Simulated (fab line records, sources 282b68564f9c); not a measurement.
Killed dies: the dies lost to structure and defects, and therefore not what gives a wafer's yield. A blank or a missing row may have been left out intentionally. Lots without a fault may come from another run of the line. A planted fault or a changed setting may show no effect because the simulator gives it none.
A lot that was struck, set against a sound lot | flow rit cmos | 41 steps out of a route of 202
Sound: wafers L202.3, L202.5, L202.6. Struck: wafers L194.1, L194.2, L194.3. The cause comes at the end.
Order at every step that has rows: each side's tool, ch and its chambers, its first start. Under that, the readings that differ: sound wafers | struck wafers | difference of the means | sigmas: that difference in standard deviations of wafers without a fault.
alike: readings with means less than 2 such deviations apart, plus words and numbers identical on both sides. not compared: withheld readings, readings lacking a value on some wafer, bounds such as >300 that could conceal the same value, and numbers that have no deviation in the record and whose values overlap.
Wherever a step has rows on one side only, a row that says differs or no value, or a row with sigmas, the two part there. Non-overlapping numbers with no deviation appear without sigmas and do not part them. A reading missing from all wafers of one side parts the sides only when that side holds two or more wafers.

RIT_ACTIVE_ETCH_13: etches Si3N4 in SF6, stops on SiO2, time 210 s, target depth 210 nm.
  sound on rie diel-01 ch 1,2,3, day 6 00:32; struck on rie diel-04 ch 1,2,3, day 4 08:11
  reading               | sound             | struck            | difference | sigmas
  oes product au (a.u.) | 0.837 0.841 0.835 | 0.820 0.812 0.818 | -0.021     | -2
  alike: SF6_flow_sccm, chamber pressure mTorr, drypump motor current A, rf fwd power W, throttle valve pct
  not compared: rf hours counter h
RIT_ACTIVE_STRIP_14: strips in O2, time 180 s.
  sound on plasma asher-04 ch 0,1, day 6 00:44; struck on plasma asher-02 ch 0,1, day 4 08:19
  reading                     | sound          | struck         | difference | sigmas
  drypump motor current A (A) | 6.17 6.21 6.16 | 5.65 5.86 5.69 | -0.45      | -2
  not compared: rf hours counter h
RIT_ACTIVE_CD_MEAS_90: target cd 1400 nm.
  sound: cd sem-01 at day 6 00:53; struck: cd sem-01 at day 4 08:30
  alike: cd nm
then, 4 steps without rows for these wafers: RIT_ACTIVE_CLEAN_15 (cleans in SC1, time 600 s); RIT_ACTIVE_CLEAN_16 (cleans in dHF, time 30 s); RIT_ACTIVE_CLEAN_17 (cleans in SC2, time 600 s); RIT_FOX1_OXIDATION_00 (target thk 350.7 nm, ox time 1130 s).
RIT_FOX1_THK_MEAS_01:
  sound: film metro-03 at day 6 04:28; struck: film metro-03 at day 4 11:43
  alike: FOX1_OXIDE_THK
then, 2 steps without rows for these wafers: RIT_FOX1_WET_ETCH_02 (etches SiO2 in BOE, target depth 350 nm, time 390 s); RIT_FOX2_OXIDATION_00 (target thk 350.7 nm, ox time 1130 s).
RIT_FOX2_THK_MEAS_01:
  sound: film metro-04 at day 6 05:57; struck: film metro-02 at day 4 13:12
  alike: FOX2_OXIDE_THK
then, 1 step without rows for these wafers: RIT_FOX2_CLEAN_02 (cleans in dHF, time 180 s).
RIT_FOX2_WET_ETCH_03: etches Si3N4 in H3PO4, target depth 195 nm, time 2700 s.
  sound on wet bench-04 ch 3, day 6 06:03; struck on wet bench-04 ch 0, day 4 13:19
  no value came back on the struck wafers for bath guard temp C (C), bath heat duty pct (%); on the sound wafers bath guard temp C (C) reads 164.6 164.9 165.0
  reading                                       | sound             | struck            | difference | sigmas
  model.Si3N4_of_ACTIVE_CVD_03.thk nm (nm)      | 0 0 0             | 131.8 131.5 131.6 | +131.6     |
  model.SiO2_of_FOX2_OXIDATION_00.thk nm (nm)   | 324.5 330.9 322.2 | 337 333.3 335.4   | +9         |
  model.SiO2_of_ACTIVE_OXIDATION_01.thk nm (nm) | 41.37 41.36 38.54 | 45.23 44.08 44.81 | +4.28      |
then, 6 steps without rows for these wafers: RIT_NWELL_HMDS_00 (prime time 60 s); RIT_NWELL_COAT_01 (resist thk 1300 nm); RIT_NWELL_SOFTBAKE_02 (time 60 s); RIT_NWELL_EXPOSE_03 (exposes mask M2, target cd 43900 nm); RIT_NWELL_PEB_04; RIT_NWELL_DEVELOP_05 (develop time 68 s).
RIT_NWELL_OVL_MEAS_06:
  sound: overlay-02 at day 6 07:46; struck: overlay-01 at day 4 15:08
  alike: NWELL_OVL
then, 2 steps without rows for these wafers: RIT_NWELL_HARDBAKE_07 (time 120 s); RIT_NWELL_IMPLANT_08.
RIT_NWELL_STRIP_09: strips in O2, time 180 s.
  sound on plasma asher-03 ch 0,1, day 6 08:14; struck on plasma asher-04 ch 0,1, day 4 15:35
  reading                     | sound          | struck         | difference | sigmas
  drypump motor current A (A) | 5.77 5.78 5.65 | 6.21 6.22 6.23 | +0.49      | +2
  not compared: rf hours counter h
RIT_NWELL_TW_MEAS_10:
  sound: film metro-01 at day 6 08:23; struck: film metro-03 at day 4 15:45
  reading  | sound          | struck         | difference | sigmas
  NWELL_TW | 2167 2166 2160 | 2135 2127 2145 | -29        | -2
then, 6 steps without rows for these wafers: RIT_PWELL_HMDS_00 (prime time 60 s); RIT_PWELL_COAT_01 (resist thk 1300 nm); RIT_PWELL_SOFTBAKE_02 (time 60 s); RIT_PWELL_EXPOSE_03 (exposes mask M3, target cd 43700 nm); RIT_PWELL_PEB_04; RIT_PWELL_DEVELOP_05 (develop time 68 s).
RIT_PWELL_OVL_MEAS_06:
  sound: overlay-01 at day 6 09:23; struck: overlay-01 at day 4 16:51
  alike: PWELL_OVL
then, 2 steps without rows for these wafers: RIT_PWELL_HARDBAKE_07 (time 120 s); RIT_PWELL_IMPLANT_08.
RIT_PWELL_STRIP_09: strips in O2, time 180 s.
  sound on plasma asher-01 ch 0,1, day 6 09:52; struck on plasma asher-02 ch 0,1, day 4 17:17
  alike: drypump motor current A
  not compared: rf hours counter h
RIT_PWELL_TW_MEAS_10:
  sound: film metro-04 at day 6 10:01; struck: film metro-01 at day 4 17:28
  alike: PWELL_TW
then, 4 steps without rows for these wafers: RIT_WELLDRIVE_ANNEAL_00 (time 14700 s); RIT_NRETRO_HMDS_00 (prime time 60 s); RIT_NRETRO_COAT_01 (resist thk 1300 nm); RIT_NRETRO_SOFTBAKE_02 (time 60 s).
RIT_GATE_CLEAN_04: cleans in dHF, time 60 s.
  sound on wet bench-02 ch 1, day 6 19:22; struck on wet bench-02 ch 3, day 5 02:47
  reading                                     | sound             | struck            | difference | sigmas
  model.SiO2_of_FOX2_OXIDATION_00.thk nm (nm) | 256.3 262.1 253.6 | 269.4 266.1 267.8 | +10.4      |
RIT_M1_PROBE_99:
  record: rows for the struck wafers here (prober-02, day 6 07:01), none for the sound ones

## WHERE THEY PART
Last at RIT_M1_PROBE_99 as far as this record goes, first at RIT_ACTIVE_ETCH_13.

WHY: what the simulator had put in
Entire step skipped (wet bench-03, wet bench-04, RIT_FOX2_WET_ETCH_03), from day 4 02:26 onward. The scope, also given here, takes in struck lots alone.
